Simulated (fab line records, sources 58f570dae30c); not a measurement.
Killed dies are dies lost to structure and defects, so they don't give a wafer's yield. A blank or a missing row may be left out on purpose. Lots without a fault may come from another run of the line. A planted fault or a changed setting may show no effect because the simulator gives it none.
A struck lot beside a sound one | flow berkeley_cmos170 | 16 steps out of a route of 331
Sound: wafers L364.1, L364.2, L364.4. Struck: wafers L371.2, L371.3, L371.4. The cause comes at the end.
At each step with rows: each side's tool, then ch and its chambers, then its first start. Under that, the readings that differ: sound wafers | struck wafers | difference of the means | sigmas: that difference in standard deviations of wafers without a fault.
alike: readings whose means differ by less than 2 such deviations, and words and numbers that are the same on both sides. not compared: withheld readings, readings that some wafer has no value for, bounds like >300 that may hide the same value, and numbers for which the record gives no deviation and whose values overlap.
The two part at a step that has a row with sigmas, a row that says differs or no value, or rows on one side only. Numbers that don't overlap but have no deviation are shown without sigmas and don't part them. A reading that every wafer of one side lacks parts them only if that side has two wafers or more.

first, 1 step without rows for these wafers: UCB170_PFIELD_IMPLANT_07.
UCB170_PFIELD_STRIP_08: strips in O2.
  sound on plasma_asher-02 ch 0,1, day 6 09:07; struck on plasma_asher-02 ch 0,1, day 6 11:38
  alike: drypump_motor_current_A, oes_product_au, strip_time_to_endpoint_s
  not compared: rf_hours_counter_h
UCB170_PFIELD_TW_MEAS_09:
  sound on film_metro-03, day 6 09:13; struck on film_metro-03, day 6 11:45
  alike: PFIELD_TW
then, 2 steps without rows for these wafers: UCB170_FIELD_CLEAN_00 (cleans in dHF, time 7.5 s); UCB170_FIELD_OXIDATION_01 (target thk 558.3 nm, ox time 7200 s).
UCB170_FIELD_THK_MEAS_02:
  sound on film_metro-03, day 6 14:17; struck on film_metro-03, day 6 18:05
  alike: FIELD_OXIDE_THK
then, 4 steps without rows for these wafers: UCB170_FIELD_ANNEAL_03 (time 1200 s); UCB170_FIELD_WET_ETCH_04 (etches SiO2 in dHF, time 60 s); UCB170_FIELD_WET_ETCH_05 (etches Si3N4 in H3PO4, time 12600 s); UCB170_FIELD_WET_ETCH_06 (etches SiO2 in BOE, time 22 s).
UCB170_FIELD_THK_MEAS_90:
  sound on film_metro-03, day 6 22:07; struck on film_metro-04, day 7 02:17
  alike: FIELD_OXIDE_LEFT_1_THK
then, 1 step without rows for these wafers: UCB170_SACOX_CLEAN_00 (cleans in dHF, time 7.5 s).
UCB170_SACOX_OXIDATION_01: target thk 14.4 nm, ox time 2400 s.
  sound on furnace-01 ch 0, day 7 02:47; struck on furnace-02 ch 0, day 7 05:14
  reading               | sound             | struck            | difference | sigmas
  spike_tc_source_C (C) | 920.7 922.2 920.0 | 926.6 923.6 923.9 | +3.7       | +2
UCB170_SACOX_THK_MEAS_02:
  sound on film_metro-03, day 7 04:30; struck on film_metro-02, day 7 06:55
  reading              | sound             | struck            | difference | sigmas
  SACOX_OXIDE_THK (nm) | 14.57 14.49 14.81 | 22.45 22.15 22.14 | +7.62      | +25
then, 1 step without rows for these wafers: UCB170_SCREENOX_WET_ETCH_00 (etches SiO2 in dHF, time 200 s).
-- the record jumps here: 3 days lie between the struck wafers' starts before and after (it left off in module SCREENOX and takes up again in module M3, whose first step shown is number 331 of the route) --
UCB170_M3_PROBE_99:
  the record has rows for the struck wafers here (prober-02, day 10 10:56) and none for the sound ones

WHERE THEY PART
First at UCB170_SACOX_OXIDATION_01; last, within this record, at UCB170_M3_PROBE_99.

WHY: what the simulator had put in
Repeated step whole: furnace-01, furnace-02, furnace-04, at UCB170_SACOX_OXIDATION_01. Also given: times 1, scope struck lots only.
